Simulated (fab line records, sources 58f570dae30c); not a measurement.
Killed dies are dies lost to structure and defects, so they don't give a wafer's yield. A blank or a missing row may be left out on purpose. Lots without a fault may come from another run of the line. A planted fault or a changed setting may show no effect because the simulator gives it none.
Split-lot experiment | flow berkeley_cmos170 | 5 lots, 27 wafers read, on a route of 331 steps

THE SPLIT
At UCB170_V2_ETCH_14 (etches SiO2 in CHF3/CF4/Ar, stops on Al, target depth 1250 nm, time 291 s), the setting time_s was moved away from the recipe's 291 s on 12 of the 27 wafers read, by -53.1% to +46.2%. The other wafers ran this setting at the recipe's value.

The reading is taken at the split's own step.

THE READING
KrF_of_V2_COAT_07.thk_nm (the simulator's own value, which no gauge read), in nm, at UCB170_V2_ETCH_14 (etches SiO2 in CHF3/CF4/Ar, stops on Al, target depth 1250 nm, time 291 s). The file gives no usual value for it. The 15 wafers here that ran the recipe average 610.8 nm, standard deviation 7.2 nm.

wafer  | tool, chamber at the split | time_s as run, s | against the recipe | KrF_of_V2_COAT_07.thk_nm, nm | against lot-mates on the recipe
L074.1 | rie_diel-02, 0             | 291              | recipe             | 600.7                        | -
L074.2 | rie_diel-02, 1             | 412.5            | +41.8%             | 493                          | -114.2
L074.3 | rie_diel-02, 2             | 412.5            | +41.8%             | 497.3                        | -109.9
L074.4 | rie_diel-02, 3             | 291              | recipe             | 615.4                        | -
L074.5 | rie_diel-02, 0             | 412.5            | +41.8%             | 475.9                        | -131.3
L074.6 | rie_diel-02, 1             | 291              | recipe             | 605.4                        | -
L078.1 | rie_diel-02, 0             | 291              | recipe             | 601.7                        | -
L078.4 | rie_diel-02, 1             | 291              | recipe             | 612.7                        | -
L078.6 | rie_diel-02, 1             | 291              | recipe             | 612.3                        | -
L081.1 | rie_diel-02, 1             | 291              | recipe             | 612.9                        | -
L081.2 | rie_diel-02, 2             | 425.5            | +46.2%             | 489.4                        | -121.2
L081.3 | rie_diel-02, 0             | 291              | recipe             | 604.1                        | -
L081.4 | rie_diel-02, 3             | 291              | recipe             | 614.7                        | -
L081.5 | rie_diel-02, 2             | 425.5            | +46.2%             | 486.2                        | -124.4
L081.6 | rie_diel-02, 3             | 425.5            | +46.2%             | 491.5                        | -119.1
L085.1 | rie_diel-02, 0             | 136.6            | -53.1%             | 763.2                        | +141.3
L085.2 | rie_diel-02, 1             | 136.6            | -53.1%             | 764.4                        | +142.5
L085.3 | rie_diel-02, 3             | 291              | recipe             | 625.7                        | -
L085.4 | rie_diel-02, 2             | 291              | recipe             | 621.2                        | -
L085.5 | rie_diel-02, 0             | 136.6            | -53.1%             | 761.3                        | +139.4
L085.6 | rie_diel-02, 1             | 291              | recipe             | 618.7                        | -
L083.1 | rie_diel-03, 0             | 231.2            | -20.5%             | 669.6                        | +63.9
L083.2 | rie_diel-03, 3             | 291              | recipe             | 607.1                        | -
L083.3 | rie_diel-03, 2             | 291              | recipe             | 603.7                        | -
L083.4 | rie_diel-03, 1             | 291              | recipe             | 606.2                        | -
L083.5 | rie_diel-03, 1             | 231.2            | -20.5%             | 663.1                        | +57.4
L083.6 | rie_diel-03, 2             | 231.2            | -20.5%             | 663.3                        | +57.6

THE FIT
A straight line over all 27 wafers: KrF_of_V2_COAT_07.thk_nm changes by -2.8 nm for each +1% of time_s; r = -1.00; the points scatter about the line by 7.5 nm.
The same after taking each lot's own level away (the mean of its wafers on the recipe; 27 wafers): -2.71 nm for each +1%; r = -1.00; scatter 5.6 nm.
On that fit, the largest move of time_s shifts the reading by 1.4e+02 nm.
The lots' own levels span 605.67 to 621.87 nm, that is 2.2 times the standard deviation above.
So the lot-to-lot level changes the slope little: the two slopes agree.
Check: with one of the wafers moved furthest among these (-53.1%) left out of the fit, the line predicts +144 nm for it against its lot-mates. It came out at +141 nm against them.

OTHER SPLITS ON THESE WAFERS
These wafers also went through other splits before the reading. Each is held against what the fit with the lots' levels taken away leaves over:
other split on the same wafers       | wafers away from the commonest value | r with KrF_of_V2_COAT_07.thk_nm (lot level and that fit taken away)
UCB170_ACTIVE_ETCH_15 target_depth_a | 9                                    | -0.11
UCB170_SPACER_CVD_00 time_s          | 6                                    | -0.11
UCB170_SILICIDE_SPUTTER_01 time_s    | 9                                    | -0.05

THE WHOLE CHAIN: every reading that the file lists as answering this split, in the file's order
step               | what it does                                                              | reading                                                                   | change (the file's fit)                                                             | r (the file's)
UCB170_V2_ETCH_14  | etches SiO2 in CHF3/CF4/Ar, stops on Al, target depth 1250 nm, time 291 s | V2.feature_depth_nm (the simulator's own value, which no gauge read)      | not straight: 593.9 at the lowest setting, 999.8 at the recipe, 1014 at the highest | not given
UCB170_V2_ETCH_14  | etches SiO2 in CHF3/CF4/Ar, stops on Al, target depth 1250 nm, time 291 s | KrF_of_V2_COAT_07.thk_nm (the simulator's own value, which no gauge read) | -2.71 nm for each +1% of the setting                                                | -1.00
UCB170_V2_STRIP_15 | strips in O2                                                              | strip_time_to_endpoint_s                                                  | withheld for each +1% of the setting                                                | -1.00

THE FILE'S OWN FIT
KrF_of_V2_COAT_07.thk_nm changes by -2.71 nm for each +1% of time_s, r = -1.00.
